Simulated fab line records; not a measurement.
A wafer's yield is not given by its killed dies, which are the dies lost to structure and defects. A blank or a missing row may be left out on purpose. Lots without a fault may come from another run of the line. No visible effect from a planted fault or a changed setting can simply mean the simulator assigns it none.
Problem report, 8D (eight disciplines) form, completed by code | flow rit_cmos | the parts of the form that need people (team, actions taken, sign-off) are left out

1. PROBLEM STATEMENT
M1_AL_THK at RIT_M1_THK_MEAS_02 reads a mean of 418 nm on 1 wafer of 1 lot; wafers without a fault read 402 nm with a standard deviation of 3.9. That puts it +4.1 standard deviations away from the usual mean.
The step: measures by xrf.
Seen first at day 5 15:09 on film_metro-04, wafer L330.5. The record has a number at this step for 39 wafers belonging to 13 lots. By rule, "out" or "out of limits" means more than 4 standard deviations away from the usual mean. The other wafers with a number count as sound.

2. WHAT IT IS; WHAT IT IS NOT
question                    | is               | is not
which readings at this step | M1_AL_THK        | -
which lots                  | L330             | L320, L321, L322, L323, L324, L325, L326, L328, L331, L337, L339, L341
which wafers of those lots  | L330.5           | L330.3, L330.4
read on which gauges        | film_metro-04    | film_metro-01, film_metro-02
when                        | from day 5 15:09 | up to then (26 sound wafers); but 12 sound wafers of L331, L337, L339, L341 came after

3. WHAT RULES OUT EACH SUSPECT
Counting: any tool at a process step up to the reading remains a suspect provided it ran every lot that is out. Sound lots after the first of them don't rule it out here, since some wafers of a struck lot are sound.
- the gauge at RIT_M1_THK_MEAS_02 has been ruled out. All the wafers that are out were read on film_metro-04, but those of them that RIT_M1_CD_MEAS_09 has rows for are out there too, on other tools.
- plasma_asher-03 at RIT_PLDD_STRIP_09 (strips in O2, time 180 s): kept. It ran the lot that is out, L330 (day 5 05:07); its last sound lot up to then is L326 (day 4 09:58).
- pvd_sputter-02 at RIT_M1_SPUTTER_00 (material Al, target thk 400 nm, time 500 s): kept. It ran the lot that is out, L330 (day 5 14:43); its last sound lot up to then is L328 (day 5 07:53).
Left after counting: plasma_asher-03 at RIT_PLDD_STRIP_09, pvd_sputter-02 at RIT_M1_SPUTTER_00.

4. THE CAUSE (what the simulator had put in)
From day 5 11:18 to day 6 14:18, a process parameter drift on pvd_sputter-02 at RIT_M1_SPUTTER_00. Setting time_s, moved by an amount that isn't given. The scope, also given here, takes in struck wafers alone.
2 suspects survive the count, and this tool is in that group.

5. THE CHAIN OF EFFECTS, in route order
One row per reading whose mean, taken over the struck wafers that have a number, lies over 3 standard deviations from the usual. Only readings for which the record gives a usual standard deviation are gone through. hours: the time from each lot's start at the first step in this table that gives one to its start at this step, as a median over the lots. sigmas: the change in usual standard deviations.
hours | step               | reading              | usual         | on struck wafers | change  | sigmas
0     | RIT_M1_RS_MEAS_01  | M1_AL_RS             | 0.0732 ohm/sq | 0.0707           | -0.0025 | -3.7
0     | RIT_M1_THK_MEAS_02 | M1_AL_THK            | 402 nm        | 418              | +16     | +4.1
1     | RIT_M1_CD_MEAS_09  | cd_nm                | 2600.1 nm     | 2621.5           | +21.4   | +7.4
4     | RIT_M1_PROBE_99    | sort_bin_3_pad_short | 0.1 %         | 1.1              | +1.0    | +3.8
The process steps in it:
- RIT_M1_PROBE_99

6. HOW IT WOULD HAVE BEEN CAUGHT EARLIER
The first out-of-limits reading at a measuring or inspecting step in this record came at day 5 15:09, 4 hours after the fault's start at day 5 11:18.
Tool readings at RIT_M1_SPUTTER_00 with a usual standard deviation given in the record: none out on any struck wafer, hence no alarm at a limit of 4 standard deviations on them.
All the lots that are out (1) had begun RIT_M1_SPUTTER_00 on pvd_sputter-02 by day 5 15:09. None of them would have been spared by holding the tool at that moment.
